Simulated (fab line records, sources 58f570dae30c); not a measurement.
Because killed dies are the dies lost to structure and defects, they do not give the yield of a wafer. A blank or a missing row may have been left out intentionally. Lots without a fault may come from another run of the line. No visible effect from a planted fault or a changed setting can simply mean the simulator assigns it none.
A struck lot beside a sound one || flow berkeley-cmos170 || 14 out of 331 route steps
Sound: wafers L985.2, L985.5, L985.6. Struck: wafers L975.2, L975.3, L975.5. At the end, the cause is stated.
For every step that has rows: the tool of each side, followed by ch and its chambers, followed by its first start. Under that, the readings that differ: sound wafers || struck wafers || difference of the means || sigmas: that difference in standard deviations of wafers without a fault.
alike: readings with means less than 2 such deviations apart, plus words and numbers identical on both sides. not compared: withheld readings, readings lacking a value on some wafer, bounds such as >300 that could conceal the same value, and numbers that have no deviation in the record and whose values overlap.
A row with sigmas, a row that says differs or no value, or rows on one side alone: a step with any of these is where the two part. Numbers that don't overlap but have no deviation are shown without sigmas and don't part them. A reading that every wafer of one side lacks parts them only if that side has two wafers or more.

first, 6 steps without rows for these wafers: UCB170_M2_COAT_09; UCB170_M2_COAT_10 (resist thk 900 nm); UCB170_M2_SOFTBAKE_11 (time 60 s); UCB170_M2_EXPOSE_12 (exposes mask METAL2, target cd 700 nm); UCB170_M2_PEB_13; UCB170_M2_DEVELOP_14 (develop time 45 s).
UCB170_M2_CD_MEAS_15 targets a cd of 700 nm.
  struck on cd-sem-01, day 8 23:37; sound on cd-sem-02, day 10 20:12
  alike: cd-nm
UCB170_M2_OVL_MEAS_16:
  struck on overlay-01, day 8 23:43; sound on overlay-01, day 10 20:18
  alike: M2_OVL
UCB170_M2_ETCH_17: etches BARC in N2/H2.
  sound on rie-diel-01 ch 0,1, day 10 20:20; struck on rie-diel-03 ch 0,3, day 8 23:45
  alike: chamber-pressure-mTorr, drypump-motor-current-A, oes-product-au, throttle-valve-pct
UCB170_M2_METAL_ETCH_18: etches Al in Cl2/BCl3, stops on SiO2, target depth 1170 nm, time 195 s.
  sound on rie-metal-04 ch 0,1, day 10 20:23; struck on rie-metal-01 ch 0, day 8 23:51
{"reading": "throttle-valve-pct (%)", "sound": "24.7 24.7 24.7", "struck": "23.8 23.8 23.8", "difference": -0.9, "sigmas": -2}
  alike: bcl3-flow-sccm, chamber-pressure-mTorr, drypump-motor-current-A, oes-product-au
  not compared: rf-hours-counter-h
UCB170_M2_STRIP_19: strips in O2.
  sound on plasma-asher-01 ch 0,1, day 10 20:34; struck on plasma-asher-03 ch 1, day 9 00:10
  alike: chamber-pressure-mTorr, drypump-motor-current-A, oes-product-au
  not compared: rf-hours-counter-h
UCB170_M2_CD_MEAS_90 targets a cd of 700 nm.
  struck on cd-sem-01, day 9 00:17; sound on cd-sem-01, day 10 20:41
  alike: cd-nm
UCB170_V2_CVD_00: deposits SiO2 from TEOS/O2, target thk 2000 nm, time 250 s.
  sound on pecvd-01 ch 0,1, day 10 20:47; struck on pecvd-02 ch 0,1, day 9 00:23
  no value came back on the struck wafers for heater-power-w (W), pressure-mtorr (mTorr); on the sound wafers heater-power-w (W) reads 235 342 305
then, 1 step without rows for these wafers: UCB170_M3_PROBE_99.

== WHERE THEY PART ==
First at UCB170_M2_METAL_ETCH_18; last, within this record, at UCB170_V2_CVD_00.

WHY: whatever the simulator had introduced
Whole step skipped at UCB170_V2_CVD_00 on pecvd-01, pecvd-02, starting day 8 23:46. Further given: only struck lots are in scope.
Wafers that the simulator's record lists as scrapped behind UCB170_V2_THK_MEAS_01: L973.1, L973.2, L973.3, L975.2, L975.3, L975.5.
